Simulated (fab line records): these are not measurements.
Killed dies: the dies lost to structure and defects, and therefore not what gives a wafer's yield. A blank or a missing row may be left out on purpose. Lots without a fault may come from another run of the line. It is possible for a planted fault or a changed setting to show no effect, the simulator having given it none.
A lot that was struck, set against a sound lot    flow berkeley_cmos170    14 out of 331 route steps
Sound: wafers L789.1, L789.3, L789.4. Wafers L794.1, L794.4, L794.5 were the ones struck. The cause comes at the end.
At each step with rows: each side's tool, then ch and its chambers, then its first start. Under that, the readings that differ: sound wafers    struck wafers    difference of the means    sigmas: that difference in standard deviations of wafers without a fault.
alike: readings whose means differ by less than 2 such deviations, and words and numbers that are the same on both sides. not compared: withheld readings, readings that some wafer has no value for, bounds like >300 that may hide the same value, and numbers for which the record gives no deviation and whose values overlap.
The two part at a step that has a row with sigmas, a row that says differs or no value, or rows on one side only. Numbers that don't overlap but have no deviation are shown without sigmas and don't part them. A reading missing from all wafers of one side parts the sides only when that side holds two or more wafers.

first, 5 steps without rows for these wafers: UCB170_PFIELD_COAT_01 (resist thk 900 nm); UCB170_PFIELD_SOFTBAKE_02 (time 60 s); UCB170_PFIELD_EXPOSE_03 (exposes mask PFIELD, target cd 1500 nm); UCB170_PFIELD_PEB_04; UCB170_PFIELD_DEVELOP_05 (develop time 45 s).
UCB170_PFIELD_OVL_MEAS_06:
  struck on overlay-01, day 7 02:52; sound on overlay-01, day 6 18:09
  alike: PFIELD_OVL
then, 1 step without rows for these wafers: UCB170_PFIELD_IMPLANT_07.
UCB170_PFIELD_STRIP_08: strips in O2.
  sound on plasma_asher-01 ch 0,1, day 6 18:20; struck on plasma_asher-01 ch 0,1, day 7 03:03
  alike: drypump_motor_current_A, oes_product_au, strip_time_to_endpoint_s
  not compared: rf_hours_counter_h
UCB170_PFIELD_TW_MEAS_09:
  struck on film_metro-03, day 7 03:09; sound on film_metro-03, day 6 18:26
  alike: PFIELD_TW
then, 2 steps without rows for these wafers: UCB170_FIELD_CLEAN_00 (cleans in dHF, time 7.5 s); UCB170_FIELD_OXIDATION_01 (target thk 558.3 nm, ox time 7200 s).
UCB170_FIELD_THK_MEAS_02:
  struck on film_metro-04, day 7 09:31; sound on film_metro-03, day 7 03:49
  alike: FIELD_OXIDE_THK
UCB170_FIELD_ANNEAL_03: time 1200 s.
  sound on furnace-03 ch 0, day 7 08:20; struck on furnace-01, day 7 13:22
  no value came back on the struck wafers for spike_tc_centre_C (C), spike_tc_load_C (C), zone_power_source_pct (%); on the sound wafers spike_tc_centre_C (C) reads 1002.3 1000.8 1002.4
then, 1 step without rows for these wafers: UCB170_FIELD_WET_ETCH_04 (etches SiO2 in dHF, time 60 s).

## WHERE THEY PART
Within this record, at UCB170_FIELD_ANNEAL_03 only.

WHY: what had been put in by the simulator
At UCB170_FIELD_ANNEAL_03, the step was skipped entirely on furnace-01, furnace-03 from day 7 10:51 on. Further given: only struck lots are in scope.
